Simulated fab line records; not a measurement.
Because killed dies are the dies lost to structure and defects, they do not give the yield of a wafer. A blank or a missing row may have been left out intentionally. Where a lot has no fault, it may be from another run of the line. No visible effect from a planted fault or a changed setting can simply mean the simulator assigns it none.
Split-lot study | flow rit cmos | 23 wafers read across 5 lots, on a route 202 steps long

== THE SPLIT ITSELF ==
At RIT_GATE_OXIDATION_05 (target thk 3 nm, ox time 270 s), the setting temp c was moved away from the recipe's 900 C on 20 of the 23 wafers read, by -2.0% to +2.2%. All remaining wafers had this setting at the recipe value.

== FROM THE SPLIT ON TO THE READING: in between, the file shows 1 step ==
- RIT_GATE_ANNEAL_06: time 600 s

== THE READING ==
GATE_OXIDE_THK in nanometres, read at RIT_GATE_THK_MEAS_07. A value of 3.01 nm with a standard deviation of 0.058 nm is what fault-free wafers of this fab line usually give.

wafer  | tool, chamber at the split | temp c as run, C | against the recipe | GATE_OXIDE_THK, nm | against lot-mates on the recipe
L076.1 | -, -                       | 885.3            | -1.6%              | 2.41               | no lot-mate on the recipe
L076.2 | -, -                       | 885.3            | -1.6%              | 2.39               | no lot-mate on the recipe
L076.3 | -, -                       | 885.3            | -1.6%              | 2.46               | no lot-mate on the recipe
L076.4 | -, -                       | 885.3            | -1.6%              | 2.44               | no lot-mate on the recipe
L076.6 | -, -                       | 885.3            | -1.6%              | 2.49               | no lot-mate on the recipe
L078.2 | furnace-01, 0              | 900              | recipe             | 2.89               | -
L078.3 | furnace-01, 0              | 900              | recipe             | 2.97               | -
L078.4 | furnace-01, 0              | 900              | recipe             | 2.94               | -
L079.1 | -, -                       | 920.1            | +2.2%              | 3.86               | no lot-mate on the recipe
L079.2 | -, -                       | 920.1            | +2.2%              | 3.82               | no lot-mate on the recipe
L079.3 | -, -                       | 920.1            | +2.2%              | 3.75               | no lot-mate on the recipe
L079.5 | -, -                       | 920.1            | +2.2%              | 3.80               | no lot-mate on the recipe
L079.6 | -, -                       | 920.1            | +2.2%              | 3.79               | no lot-mate on the recipe
L084.2 | -, -                       | 882.4            | -2.0%              | 2.48               | no lot-mate on the recipe
L084.3 | -, -                       | 882.4            | -2.0%              | 2.45               | no lot-mate on the recipe
L084.4 | -, -                       | 882.4            | -2.0%              | 2.43               | no lot-mate on the recipe
L084.5 | -, -                       | 882.4            | -2.0%              | 2.50               | no lot-mate on the recipe
L084.6 | -, -                       | 882.4            | -2.0%              | 2.46               | no lot-mate on the recipe
L085.2 | -, -                       | 882.8            | -1.9%              | 2.49               | no lot-mate on the recipe
L085.3 | -, -                       | 882.8            | -1.9%              | 2.53               | no lot-mate on the recipe
L085.4 | -, -                       | 882.8            | -1.9%              | 2.50               | no lot-mate on the recipe
L085.5 | -, -                       | 882.8            | -1.9%              | 2.44               | no lot-mate on the recipe
L085.6 | -, -                       | 882.8            | -1.9%              | 2.46               | no lot-mate on the recipe

THE FIT
A straight line over all 23 wafers: GATE_OXIDE_THK changes by +0.323 nm for each +1% of temp c; r = +0.99; the points scatter about the line by 0.078 nm.
Too few moved wafers have a lot-mate on the recipe to fit a line with each lot's own level taken away.

== THE WHOLE CHAIN: every reading that the file lists as answering this split, in the file's order ==
step                  | what it does                   | reading                                                                           | change (the file's fit)               | r (the file's)
RIT_GATE_OXIDATION_05 | target thk 3 nm, ox time 270 s | SiO2_of_GATE_OXIDATION_05.thk nm (the simulator's own value, which no gauge read) | +0.325 nm for each +1% of the setting | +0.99
RIT_GATE_THK_MEAS_07  |                                | GATE_OXIDE_THK                                                                    | +0.323 for each +1% of the setting    | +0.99

== FILE'S OWN FIT ==
GATE_OXIDE_THK changes by +0.323 nm for each +1% of temp c, r = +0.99.
